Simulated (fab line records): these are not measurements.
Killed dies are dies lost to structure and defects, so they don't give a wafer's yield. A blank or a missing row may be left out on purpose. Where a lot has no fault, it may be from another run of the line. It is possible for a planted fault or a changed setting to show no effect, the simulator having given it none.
Which tool was responsible? | flow berkeleyCmos170 | 7 lots (21 wafers sampled), 1 step of a 331-step route

== WHAT EACH GAUGE READ, for each wafer ==
UCB170_SILICIDE_THK_MEAS_03: measures by xrf.
lot  | measured     | on           | SILICIDE_TI_THK (nm)
L875 | day 8 01:42  | filmMetro-04 | 29.9 29.1 29.3
L881 | day 9 20:51  | filmMetro-04 | 29.6 28.5 29.6
L885 | day 9 21:03  | filmMetro-04 | 29.0 29.2 29.2
L884 | day 9 21:34  | filmMetro-03 | 29.7 29.9 29.7
L893 | day 12 21:35 | filmMetro-04 | 30.4 29.9 30.4
L894 | day 13 02:59 | filmMetro-03 | 30.4 30.3 29.9
L895 | day 13 14:50 | filmMetro-03 | 29.7 29.4 29.3

== WHICH TOOL RAN EACH LOT (tool, then ch and the chambers of the sampled wafers, then the start) ==
No process step before these readings appears in the record.

== THE ANSWER, worked out from the rows above alone ==
Rule: what is usual is taken from the lots themselves. Put in order of their means at a reading, lots are off if they are a third of the lots or fewer, leave a main group of 4 or more, and stand apart from it by a gap of 3 or more times the standard deviation of the main group's means; of several such gaps the widest counts. A main group is skipped when, at the precision printed for the reading in the tables above, its means are all equal. Also off: a lot with no number at a reading for which 4 or more lots have one. All remaining lots with rows at the step are treated as sound.
Across all readings shown, no lot is off: no conclusion can be drawn from this.

== WHAT HAD BEEN PUT IN BY THE SIMULATOR ==
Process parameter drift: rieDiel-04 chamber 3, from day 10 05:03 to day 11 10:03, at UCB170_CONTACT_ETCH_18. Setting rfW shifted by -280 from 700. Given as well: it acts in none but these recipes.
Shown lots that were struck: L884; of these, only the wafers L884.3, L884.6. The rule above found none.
